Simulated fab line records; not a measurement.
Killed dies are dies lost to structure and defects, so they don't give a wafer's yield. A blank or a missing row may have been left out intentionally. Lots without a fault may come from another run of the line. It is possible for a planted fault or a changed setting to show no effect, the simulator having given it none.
Which tool did it? :: flow berkeley-cmos170 :: 7 lots with 21 wafers sampled at 4 steps, on a route of 331 steps

WHAT THE GAUGES READ, wafer by wafer
UCB170_V2_CD_MEAS_90: target cd 700 nm.
lot: L692
measured: day 8 05:32
on: cd-sem-01
cd-nm (nm): 701.7 701.8 705.0

lot: L697
measured: day 9 06:00
on: cd-sem-01
cd-nm (nm): - - -

lot: L699
measured: day 9 10:19
on: cd-sem-01
cd-nm (nm): - - -

lot: L704
measured: day 10 15:01
on: cd-sem-02
cd-nm (nm): 700.1 697.7 699.6

lot: L705
measured: day 10 14:32
on: cd-sem-02
cd-nm (nm): 699.1 702.3 698.9

lot: L708
measured: day 11 11:07
on: cd-sem-01
cd-nm (nm): 698.9 699.2 700.4

lot: L710
measured: day 11 11:55
on: cd-sem-02
cd-nm (nm): 704.2 701.4 699.0

WHAT TOOL EACH LOT RAN ON (gives the tool, then ch and the chambers of the sampled wafers, and finally the start)
lot: L692
UCB170_V2_CMP_02: cmp-02 ch 0,3, day 8 03:38
UCB170_V2_ETCH_14: rie-diel-02 ch 0,2,3, day 8 05:14
UCB170_V2_STRIP_15: plasma-asher-04 ch 0,1, day 8 05:25

lot: L697
UCB170_V2_CMP_02: cmp-02 ch 1,2,3, day 9 03:28
UCB170_V2_ETCH_14: rie-diel-02 ch 0,1,3, day 9 05:43
UCB170_V2_STRIP_15: plasma-asher-01 ch 0,1, day 9 05:54

lot: L699
UCB170_V2_CMP_02: cmp-01 ch 0,1,2, day 9 08:13
UCB170_V2_ETCH_14: rie-diel-02 ch 2,3, day 9 10:02
UCB170_V2_STRIP_15: plasma-asher-01 ch 0,1, day 9 10:13

lot: L704
UCB170_V2_CMP_02: cmp-02 ch 1,2, day 10 12:24
UCB170_V2_ETCH_14: rie-diel-03 ch 0,1,2, day 10 14:34
UCB170_V2_STRIP_15: plasma-asher-04 ch 0,1, day 10 14:45

lot: L705
UCB170_V2_CMP_02: cmp-02 ch 0,1,2, day 10 12:09
UCB170_V2_ETCH_14: rie-diel-02 ch 1,2,3, day 10 14:11
UCB170_V2_STRIP_15: plasma-asher-01 ch 0,1, day 10 14:22

lot: L708
UCB170_V2_CMP_02: cmp-01 ch 0,1,2, day 11 08:34
UCB170_V2_ETCH_14: rie-diel-03 ch 1,2,3, day 11 10:52
UCB170_V2_STRIP_15: plasma-asher-01 ch 0,1, day 11 11:00

lot: L710
UCB170_V2_CMP_02: cmp-01 ch 0,1, day 11 09:49
UCB170_V2_ETCH_14: rie-diel-02 ch 0,2,3, day 11 11:35
UCB170_V2_STRIP_15: plasma-asher-01 ch 0,1, day 11 11:49
- UCB170_V2_CMP_02: polishes SiO2.
- UCB170_V2_ETCH_14: etches SiO2 in CHF3/CF4/Ar, stops on Al, target depth 1250 nm, time 291 s.
- UCB170_V2_STRIP_15: strips in O2.

THE ANSWER, worked out from the rows above alone
Rule: the usual values come from the lots themselves. Put in order of their means at a reading, lots are off if they are a third of the lots or fewer, leave a main group of 4 or more, and stand apart from it by a gap of 3 or more times the standard deviation of the main group's means; of several such gaps the widest counts. The tables above print the reading to a certain number of digits; a main group whose means all agree to those digits is not used. A lot without any number at a reading at which 4 lots or more have one is off too. Where the step has rows for the other lots, those lots are counted as sound.
Off at UCB170_V2_CD_MEAS_90 (cd-nm): L697, L699. Without a number there: L697, L699. For the main group the mean is 700.6 nm and the standard deviation 1.4.
A tool fits if, at a process step before that reading, it ran every lot that is off, and no sound lot after the first of them. Those tools and the gauges at UCB170_V2_CD_MEAS_90 are tried in the same way. None of those tried fits.

WHAT THE SIMULATOR PUT IN
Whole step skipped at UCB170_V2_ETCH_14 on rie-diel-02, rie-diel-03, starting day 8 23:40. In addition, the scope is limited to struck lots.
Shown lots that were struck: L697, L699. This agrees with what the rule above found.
